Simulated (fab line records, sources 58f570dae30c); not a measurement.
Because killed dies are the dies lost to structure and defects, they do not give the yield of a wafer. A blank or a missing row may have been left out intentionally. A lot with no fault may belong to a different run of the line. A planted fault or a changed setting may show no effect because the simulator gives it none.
Comparing a struck lot with a sound one    flow berkeley-cmos170    15 out of 331 route steps
Sound: these wafers, L130.2, L130.5, L130.6. Struck: wafers L136.4, L136.5, L136.6. The cause is given at the end.
At each step with rows: each side's tool, then ch and its chambers, then its first start. Under that, the readings that differ: sound wafers    struck wafers    difference of the means    sigmas: that difference in standard deviations of wafers without a fault.
alike: readings with means less than 2 such deviations apart, plus words and numbers identical on both sides. not compared: withheld readings, readings lacking a value on some wafer, bounds such as >300 that could conceal the same value, and numbers that have no deviation in the record and whose values overlap.
The two part at a step that has a row with sigmas, a row that says differs or no value, or rows on one side only. Non-overlapping numbers with no deviation appear without sigmas and do not part them. A reading that every wafer of one side lacks parts them only if that side has two wafers or more.

UCB170_M1_RS_MEAS_01: measures by four-point-probe.
  sound: film-metro-03 at day 9 09:12; struck: film-metro-01 at day 10 13:23
  alike: M1_AL_RS
UCB170_M1_THK_MEAS_02: measures by xrf.
  sound: film-metro-03 at day 9 09:19; struck: film-metro-01 at day 10 13:29
  alike: M1_AL_THK
then, 6 steps without rows for these wafers: UCB170_M1_COAT_03; UCB170_M1_COAT_04 (resist thk 900 nm); UCB170_M1_SOFTBAKE_05 (time 60 s); UCB170_M1_EXPOSE_06 (exposes mask METAL1, target cd 700 nm); UCB170_M1_PEB_07; UCB170_M1_DEVELOP_08 (develop time 45 s).
UCB170_M1_CD_MEAS_09: the cd target is 700 nm.
  sound: cd-sem-01 at day 9 10:49; struck: cd-sem-02 at day 10 14:32
  alike: cd-nm
UCB170_M1_OVL_MEAS_10:
  sound: overlay-01 at day 9 10:56; struck: overlay-01 at day 10 14:37
  alike: M1_OVL
UCB170_M1_ETCH_11: etches BARC in N2/H2.
  sound on rie-diel-03 ch 0,1, day 9 10:58; struck on rie-diel-03 ch 0,1,3, day 10 14:38
  alike: drypump-motor-current-A, oes-product-au, throttle-valve-pct
UCB170_M1_METAL_ETCH_12: etches Al in Cl2/BCl3, stops on PSG, target depth 780 nm, time 130 s.
  sound on rie-metal-03 ch 1, day 9 11:02; struck on rie-metal-03 ch 0,1, day 10 14:43
  alike: drypump-motor-current-A, oes-product-au, throttle-valve-pct
  not compared: rf-hours-counter-h
UCB170_M1_STRIP_13: strips in O2.
  sound on plasma-asher-01 ch 0,1, day 9 11:16; struck on plasma-asher-04 ch 0,1, day 10 14:50
reading                sound              struck             difference  sigmas
o2-flow-sccm (sccm)    397.9 398.5 400.1  201.1 197.5 200.1  -199.3      -99 or more
oes-product-au (a.u.)  0.725 0.716 0.722  0.662 0.660 0.662  -0.060      -14
  alike: drypump-motor-current-A
  not compared: rf-hours-counter-h
UCB170_M1_CD_MEAS_90: the cd target is 700 nm.
  sound: cd-sem-01 at day 9 11:23; struck: cd-sem-01 at day 10 14:58
  alike: cd-nm
next, for these wafers, 1 step has no rows: UCB170_M3_PROBE_99.

## WHERE THEY PART
UCB170_M1_STRIP_13 only, going by this record. Later steps at which nothing parts them and some readings are alike: UCB170_M1_CD_MEAS_90.

WHY: the cause the simulator had injected
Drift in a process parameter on plasma-asher-04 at UCB170_M1_STRIP_13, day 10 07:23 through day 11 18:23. The setting o2-flow-sccm was moved by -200, starting from 400. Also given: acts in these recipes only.
